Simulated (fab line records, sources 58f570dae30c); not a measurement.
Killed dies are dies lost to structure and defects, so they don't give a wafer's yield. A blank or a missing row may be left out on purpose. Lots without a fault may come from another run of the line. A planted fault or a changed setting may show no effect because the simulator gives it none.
Which tool did it? | flow berkeley_cmos170 | 13 lots, 39 wafers sampled, at 6 steps of a route of 331

WHAT THE GAUGES READ, wafer by wafer
UCB170_SACOX_THK_MEAS_02. Usual: SACOX_OXIDE_THK 14.3 nm, standard deviation 0.31.
lot  | measured     | on            | SACOX_OXIDE_THK (nm) | flag
L195 | day 5 12:35  | film_metro-01 | 14.1 14.0 14.0       |
L196 | day 6 09:38  | film_metro-03 | 14.2 14.3 14.3       |
L198 | day 6 09:38  | film_metro-02 | 14.5 14.7 14.7       |
L200 | day 6 23:52  | film_metro-01 | 14.6 14.4 14.4       |
L199 | day 6 23:52  | film_metro-03 | 14.3 14.5 14.2       |
L202 | day 6 23:56  | film_metro-03 | 14.4 14.5 14.6       |
L206 | day 8 09:22  | film_metro-01 | 14.0 14.2 14.2       |
L207 | day 8 21:01  | film_metro-02 | 13.6 13.6 13.8       |
L211 | day 9 14:05  | film_metro-01 | 14.1 13.8 13.7       |
L210 | day 9 14:08  | film_metro-02 | 13.8 13.9 13.8       |
L215 | day 10 05:17 | film_metro-03 | 14.8 14.8 14.7       |
L216 | day 10 11:46 | film_metro-02 | 14.4 14.5 14.5       |
L217 | day 10 11:49 | film_metro-03 | 14.7 14.7 14.5       |

UCB170_SCREENOX_THK_MEAS_02. Usual: SCREENOX_OXIDE_THK 14.31 nm, standard deviation 0.29.
lot  | measured     | on            | SCREENOX_OXIDE_THK (nm) | flag
L195 | day 5 19:30  | film_metro-03 | 14.59 14.60 14.53       |
L196 | day 6 16:59  | film_metro-02 | 14.08 14.31 14.08       |
L198 | day 6 16:59  | film_metro-04 | 14.05 14.08 14.08       |
L200 | day 7 06:43  | film_metro-02 | 13.99 13.73 14.12       |
L199 | day 7 06:44  | film_metro-03 | 14.66 14.69 14.39       |
L202 | day 7 06:48  | film_metro-02 | 14.31 14.30 14.19       |
L206 | day 8 16:43  | film_metro-03 | 14.35 14.40 14.30       |
L207 | day 9 04:01  | film_metro-02 | 13.82 13.76 13.73       |
L211 | day 9 18:29  | film_metro-02 | 14.47 14.36 14.13       |
L210 | day 9 18:29  | film_metro-04 | 14.37 14.35 14.21       |
L215 | day 10 10:47 | film_metro-04 | 14.73 14.53 14.27       |
L216 | day 10 18:26 | film_metro-03 | 14.31 14.29 14.49       |
L217 | day 10 18:27 | film_metro-02 | 14.69 14.64 14.47       |

UCB170_NVT_OVL_MEAS_06. Usual: NVT_OVL 3 nm, standard deviation 6.4.
lot  | measured     | on         | NVT_OVL (nm) | flag
L195 | day 6 03:06  | overlay-01 | -5 -5 -2     |
L196 | day 6 21:53  | overlay-02 | -1 5 2       |
L198 | day 6 22:07  | overlay-02 | 11 14 8      |
L200 | day 7 18:35  | overlay-01 | -2 1 6       |
L199 | day 7 18:08  | overlay-02 | -2 0 -2      |
L202 | day 7 18:25  | overlay-02 | 4 -3 5       |
L206 | day 9 01:10  | overlay-01 | - - -        | OFF
L207 | day 9 09:29  | overlay-02 | 2 1 7        |
L211 | day 9 23:53  | overlay-01 | -1 0 0       |
L210 | day 9 23:24  | overlay-01 | 9 10 12      |
L215 | day 10 18:23 | overlay-01 | -9 -11 -13   |
L216 | day 10 23:55 | overlay-01 | -2 -5 -5     |
L217 | day 11 00:12 | overlay-02 | -10 -4 -4    |

UCB170_NVT_TW_MEAS_09. Usual: NVT_TW 524, standard deviation 3.3.
lot  | measured     | on            | NVT_TW      | flag
L195 | day 6 03:23  | film_metro-04 | 519 519 520 |
L196 | day 6 22:10  | film_metro-01 | 527 527 528 |
L198 | day 6 22:25  | film_metro-02 | 530 526 526 |
L200 | day 7 18:52  | film_metro-01 | 524 526 524 |
L199 | day 7 18:26  | film_metro-02 | 524 525 524 |
L202 | day 7 18:43  | film_metro-02 | 523 522 525 |
L206 | day 9 01:27  | film_metro-01 | 30 30 30    | OFF
L207 | day 9 09:47  | film_metro-04 | 519 523 520 |
L211 | day 10 00:11 | film_metro-02 | 526 527 527 |
L210 | day 9 23:41  | film_metro-01 | 524 523 525 |
L215 | day 10 18:41 | film_metro-02 | 530 527 528 |
L216 | day 11 00:13 | film_metro-02 | 529 527 525 |
L217 | day 11 00:32 | film_metro-02 | 523 527 529 |

UCB170_FIELD_THK_MEAS_91. Usual: FIELD_OXIDE_LEFT_2_THK 353 nm, standard deviation 12.
lot  | measured     | on            | FIELD_OXIDE_LEFT_2_THK (nm) | flag
L195 | day 6 06:19  | film_metro-01 | 372 365 360                 |
L196 | day 7 00:53  | film_metro-01 | 340 342 348                 |
L198 | day 7 01:34  | film_metro-03 | 336 345 336                 |
L200 | day 7 21:07  | film_metro-03 | 363 365 359                 |
L199 | day 7 20:15  | film_metro-04 | 355 347 360                 |
L202 | day 7 20:37  | film_metro-01 | 364 361 371                 |
L206 | day 9 05:44  | film_metro-03 | 338 350 349                 |
L207 | day 9 15:13  | film_metro-03 | 354 358 359                 |
L211 | day 10 02:22 | film_metro-03 | 347 356 343                 |
L210 | day 10 01:29 | film_metro-04 | 356 361 355                 |
L215 | day 10 23:16 | film_metro-01 | 332 357 349                 |
L216 | day 11 02:40 | film_metro-04 | 350 354 354                 |
L217 | day 11 03:04 | film_metro-01 | 349 347 341                 |

WHICH TOOL RAN EACH LOT (tool, then ch and the chambers of the sampled wafers, then the start)
lot  | UCB170_NVT_EXPOSE_03
L195 | krf_scanner-02 ch 0, day 6 02:21
L196 | krf_scanner-01 ch 0, day 6 21:29
L198 | krf_scanner-02 ch 0, day 6 21:44
L200 | krf_scanner-02 ch 0, day 7 18:12
L199 | krf_scanner-02 ch 0, day 7 17:46
L202 | krf_scanner-02 ch 0, day 7 18:03
L206 | krf_scanner-02 ch 0, day 9 00:47
L207 | krf_scanner-02 ch 0, day 9 08:41
L211 | krf_scanner-02 ch 0, day 9 23:32
L210 | krf_scanner-02 ch 0, day 9 23:01
L215 | krf_scanner-02 ch 0, day 10 17:42
L216 | krf_scanner-02 ch 0, day 10 23:03
L217 | krf_scanner-01 ch 0, day 10 23:19
- UCB170_NVT_EXPOSE_03: exposes mask PWELL, target cd 3000 nm.

WHAT THE TOOLS THEMSELVES READ (means of the sampled wafers that have a number; where no wafer has one, the mark that the record gives instead)
The record holds no such reading with a usual standard deviation.

THE ANSWER, worked out from the rows above alone
Rule: a lot is off if the mean of its wafers that have a number lies more than 3 standard deviations from the usual mean. A lot without any number at a reading at which 4 lots or more have one is off too. The other lots that the step has rows for count as sound. The gauges are gone through in route order, then the tools' own readings, and for those a lot's mean is taken as printed above. The first step at which some lot is off is used, and at that step the reading that is off furthest; a lot without a number counts as furthest.
Off: L206, at UCB170_NVT_OVL_MEAS_06 (NVT_OVL). Without a number there: L206.
A tool fits if, at a process step before that reading, it ran every lot that is off, and no sound lot after the first of them. The gauges at UCB170_NVT_OVL_MEAS_06 aren't tried: what is off there is off at UCB170_NVT_TW_MEAS_09 too, on other tools, and a gauge's error can't cause that. None of those tried fits.

WHAT THE SIMULATOR HAD PUT IN
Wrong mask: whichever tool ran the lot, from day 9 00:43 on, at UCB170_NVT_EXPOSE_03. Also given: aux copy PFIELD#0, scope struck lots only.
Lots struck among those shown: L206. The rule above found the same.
